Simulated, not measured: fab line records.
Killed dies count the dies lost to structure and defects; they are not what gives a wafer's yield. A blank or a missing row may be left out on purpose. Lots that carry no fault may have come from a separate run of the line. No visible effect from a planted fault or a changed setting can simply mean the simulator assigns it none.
Lot-split experiment -- flow rit_cmos -- 5 lots, 23 wafers read, on a route of 202 steps

## THE SPLIT ITSELF
At RIT_PLDD_COAT_01 (resist thk 1000 nm), the setting spin_rpm was moved away from the recipe's 3250 rpm on 12 of the 23 wafers read, by -4.8% to +4.5%. All remaining wafers had this setting at the recipe value.

## FROM THE SPLIT TO THE READING: what the file shows between them, 3 steps
- RIT_PLDD_SOFTBAKE_02: time 60 s
- RIT_PLDD_EXPOSE_03: exposes mask M8, target cd 40900 nm
- RIT_PLDD_DEVELOP_05: develop time 50 s

## THE READING
NOVOLAK_of_PLDD_COAT_01.thk_nm (the simulator's own value, which no gauge read), in nm, at RIT_PLDD_HARDBAKE_07 (time 60 s). The file gives no usual value for it. The 11 wafers here that ran the recipe average 884.5 nm, standard deviation 1.9 nm.

wafer,"tool, chamber at the split","spin_rpm as run, rpm",against the recipe,"NOVOLAK_of_PLDD_COAT_01.thk_nm, nm",against lot-mates on the recipe
L075.1,"litho_track-03, 0",3250,recipe,882,-
L075.3,"litho_track-03, 0",3250,recipe,880.8,-
L075.6,"litho_track-03, 0",3250,recipe,882.3,-
L077.1,"litho_track-02, 0",3093,-4.8%,905.6,+20.5
L077.2,"litho_track-02, 0",3093,-4.8%,906.4,+21.3
L077.3,"litho_track-02, 0",3250,recipe,883.9,-
L077.4,"litho_track-02, 0",3250,recipe,886.3,-
L077.6,"litho_track-02, 0",3093,-4.8%,904.4,+19.3
L081.1,"litho_track-03, 0",3250,recipe,886.5,-
L081.2,"litho_track-03, 0",3120,-4.0%,904.5,+18.7
L081.4,"litho_track-03, 0",3120,-4.0%,903.7,+17.9
L081.5,"litho_track-03, 0",3120,-4.0%,902.7,+16.9
L081.6,"litho_track-03, 0",3250,recipe,885.1,-
L082.1,"litho_track-03, 0",3396,+4.5%,866.3,-19.3
L082.2,"litho_track-03, 0",3250,recipe,884.4,-
L082.3,"litho_track-03, 0",3396,+4.5%,866.9,-18.7
L082.4,"litho_track-03, 0",3396,+4.5%,867.4,-18.2
L082.6,"litho_track-03, 0",3250,recipe,886.8,-
L085.1,"litho_track-02, 0",3349,+3.0%,872.7,-13.0
L085.3,"litho_track-02, 0",3250,recipe,885.7,-
L085.4,"litho_track-02, 0",3349,+3.0%,872.4,-13.4
L085.5,"litho_track-02, 0",3349,+3.0%,872.3,-13.5
L085.6,"litho_track-02, 0",3250,recipe,885.8,-

FIT RESULTS
A straight line over all 23 wafers: NOVOLAK_of_PLDD_COAT_01.thk_nm changes by -4.26 nm for each +1% of spin_rpm; r = -0.99; the points scatter about the line by 1.7 nm.
The same after taking each lot's own level away (the mean of its wafers on the recipe; 23 wafers): -4.28 nm for each +1%; r = -1.00; scatter 0.84 nm.
Per that fit: largest spin_rpm move, reading shift of 21 nm.
From 881.70 to 885.80 nm: that is the span of the lots' own levels, equal to 2.1 times the standard deviation above.
The two slopes agree, so the slope changes little with the lot-to-lot level.
Check: +20.8 nm against its lot-mates is what the line predicts for one of the wafers moved furthest among these (-4.8%) when that wafer is left out of the fit. It came out at +20.5 nm against them.

## THE WHOLE CHAIN: every reading that the file lists as answering this split, in the file's order
step,what it does,reading,change (the file's fit),r (the file's)
RIT_PLDD_COAT_01,resist thk 1000 nm,"NOVOLAK_of_PLDD_COAT_01.thk_nm (the simulator's own value, which no gauge read)",-4.89 nm for each +1% of the setting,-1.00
RIT_PLDD_HARDBAKE_07,time 60 s,"NOVOLAK_of_PLDD_COAT_01.thk_nm (the simulator's own value, which no gauge read)",-4.28 nm for each +1% of the setting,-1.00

## THE FILE'S OWN FIT
NOVOLAK_of_PLDD_COAT_01.thk_nm changes by -4.28 nm for each +1% of spin_rpm, r = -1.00.
